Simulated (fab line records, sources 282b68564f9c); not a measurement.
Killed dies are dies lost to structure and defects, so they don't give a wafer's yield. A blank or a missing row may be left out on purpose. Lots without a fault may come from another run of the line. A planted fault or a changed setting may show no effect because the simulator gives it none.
Which tool did it? | flow rit_cmos | 14 lots, 42 wafers sampled, at 3 steps of a route of 202

WHAT THE GAUGES READ, wafer by wafer
RIT_WELLDRIVE_RS_MEAS_01: measures by four-point-probe. Usual: NWELL_RS 275.5 ohm/sq, standard deviation 0.7.
lot  | measured    | on            | NWELL_RS (ohm/sq) | flag
L635 | day 2 06:34 | film_metro-01 | 276.4 276.0 276.0 |
L636 | day 2 11:40 | film_metro-01 | 276.5 275.1 275.1 |
L640 | day 3 08:03 | film_metro-04 | 274.7 274.6 275.1 |
L641 | day 3 12:10 | film_metro-01 | 275.2 275.8 275.4 |
L642 | day 3 15:50 | film_metro-04 | 251.3 251.7 251.4 | OFF
L643 | day 3 22:53 | film_metro-04 | 253.9 254.0 253.2 | OFF
L644 | day 4 05:06 | film_metro-02 | 274.9 274.3 275.1 |
L649 | day 5 06:26 | film_metro-02 | 275.2 274.9 275.4 |
L650 | day 5 08:20 | film_metro-01 | 275.5 275.1 276.3 |
L651 | day 5 15:25 | film_metro-02 | 274.9 275.1 275.0 |
L654 | day 6 04:29 | film_metro-04 | 275.7 275.7 276.4 |
L655 | day 6 10:02 | film_metro-01 | 275.9 275.7 276.1 |
L657 | day 6 18:10 | film_metro-01 | 274.9 275.5 275.6 |
L658 | day 7 00:55 | film_metro-02 | 275.5 275.1 275.6 |

RIT_WELLDRIVE_RS_MEAS_02: measures by four-point-probe. Usual: PWELL_RS 429.1 ohm/sq, standard deviation 1.1.
lot  | measured    | on            | PWELL_RS (ohm/sq) | flag
L635 | day 2 06:41 | film_metro-01 | 430.2 429.6 428.9 |
L636 | day 2 11:47 | film_metro-01 | 429.3 429.7 428.6 |
L640 | day 3 08:10 | film_metro-04 | 430.2 430.6 430.7 |
L641 | day 3 12:17 | film_metro-01 | 428.6 430.6 429.4 |
L642 | day 3 15:58 | film_metro-04 | 404.6 402.4 403.6 | OFF
L643 | day 3 23:01 | film_metro-04 | 403.5 404.4 404.6 | OFF
L644 | day 4 05:13 | film_metro-02 | 428.4 430.5 428.8 |
L649 | day 5 06:33 | film_metro-02 | 428.6 429.1 428.9 |
L650 | day 5 08:27 | film_metro-01 | 430.8 429.8 430.7 |
L651 | day 5 15:32 | film_metro-02 | 429.8 430.2 429.2 |
L654 | day 6 04:37 | film_metro-04 | 429.8 429.8 429.4 |
L655 | day 6 10:09 | film_metro-01 | 429.0 429.5 429.8 |
L657 | day 6 18:17 | film_metro-01 | 428.0 429.1 428.9 |
L658 | day 7 01:02 | film_metro-02 | 430.5 429.5 430.5 |

WHICH TOOL RAN EACH LOT (tool, then ch and the chambers of the sampled wafers, then the start)
lot  | RIT_WELLDRIVE_ANNEAL_00
L635 | furnace-03 ch 0, day 2 01:29
L636 | furnace-03 ch 0, day 2 06:34
L640 | furnace-04 ch 0, day 3 02:55
L641 | furnace-03 ch 0, day 3 07:05
L642 | furnace-01 ch 0, day 3 10:43
L643 | furnace-01 ch 0, day 3 17:47
L644 | furnace-04 ch 0, day 4 00:01
L649 | furnace-04 ch 0, day 5 01:20
L650 | furnace-03 ch 0, day 5 03:15
L651 | furnace-03 ch 0, day 5 10:20
L654 | furnace-04 ch 0, day 5 23:22
L655 | furnace-04 ch 0, day 6 04:56
L657 | furnace-01 ch 0, day 6 13:04
L658 | furnace-01 ch 0, day 6 19:50
- RIT_WELLDRIVE_ANNEAL_00: time 14700 s.

WHAT THE TOOLS THEMSELVES READ (means of the sampled wafers that have a number; where no wafer has one, the mark that the record gives instead)
RIT_WELLDRIVE_ANNEAL_00. Usual: spike_tc_centre_C 1102.6 C, standard deviation 1.1; spike_tc_load_C 1129.1 C, standard deviation 1.8; spike_tc_source_C 1128.3 C, standard deviation 2; tube_center_temp_C 1100 C, standard deviation 0.1; tube_center_temp_C_max 1102.8, standard deviation 0.48; zone_power_load_pct 45.2 %, standard deviation 2.4.
lot  | tool       | spike_tc_centre_C (C) | spike_tc_load_C (C) | spike_tc_source_C (C) | tube_center_temp_C (C) | tube_center_temp_C_max | zone_power_load_pct (%) | flag
L635 | furnace-03 | 1102.7                | 1127.5              | 1126.4                | 1100                   | 1102.8                 | 44.6                    |
L636 | furnace-03 | 1102.6                | 1127.6              | 1127.7                | 1100                   | 1102.7                 | 44.1                    |
L640 | furnace-04 | 1101.3                | 1129.8              | 1130.7                | 1100                   | 1103.0                 | 42.5                    |
L641 | furnace-03 | 1103.2                | 1127.7              | 1127.7                | 1100                   | 1102.2                 | 44.2                    |
L642 | furnace-01 | 1124.3                | 1153.7              | 1150.5                | 1122                   | 1124.9                 | 49.5                    | OFF
L643 | furnace-01 | 1124.7                | 1154.4              | 1149.6                | 1122                   | 1124.7                 | 49.6                    | OFF
L644 | furnace-04 | 1103.2                | 1128.6              | 1131.5                | 1100                   | 1102.7                 | 41.8                    |
L649 | furnace-04 | 1102.1                | 1128.4              | 1131.7                | 1100                   | 1103.1                 | 42.2                    |
L650 | furnace-03 | 1102.9                | 1128.1              | 1127.4                | 1100                   | 1103.0                 | 44.2                    |
L651 | furnace-03 | 1102.3                | 1127.3              | 1127.1                | 1100                   | 1102.9                 | 44.2                    |
L654 | furnace-04 | 1102.0                | 1128.2              | 1131.5                | 1100                   | 1102.6                 | 42.0                    |
L655 | furnace-04 | 1103.0                | 1128.6              | 1131.4                | 1100                   | 1102.5                 | 42.3                    |
L657 | furnace-01 | 1103.2                | 1130.3              | 1127.8                | 1100                   | 1103.2                 | 47.5                    |
L658 | furnace-01 | 1101.8                | 1130.5              | 1128.1                | 1100                   | 1102.6                 | 47.9                    |

THE ANSWER, worked out from the rows above alone
Rule: a lot is off if the mean of its wafers that have a number lies more than 3 standard deviations from the usual mean. A lot without any number at a reading at which 4 lots or more have one is off too. The other lots that the step has rows for count as sound. The gauges are gone through in route order, then the tools' own readings, and for those a lot's mean is taken as printed above. The first step at which some lot is off is used, and at that step the reading that is off furthest; a lot without a number counts as furthest.
Off: L642, L643, at RIT_WELLDRIVE_RS_MEAS_01 (NWELL_RS).
A tool fits if, at a process step before that reading, it ran every lot that is off, and no sound lot after the first of them. The gauges at RIT_WELLDRIVE_RS_MEAS_01 aren't tried: what is off there is off at RIT_WELLDRIVE_ANNEAL_00 too, on other tools, and a gauge's error can't cause that. None of those tried fits.

WHAT THE SIMULATOR HAD PUT IN
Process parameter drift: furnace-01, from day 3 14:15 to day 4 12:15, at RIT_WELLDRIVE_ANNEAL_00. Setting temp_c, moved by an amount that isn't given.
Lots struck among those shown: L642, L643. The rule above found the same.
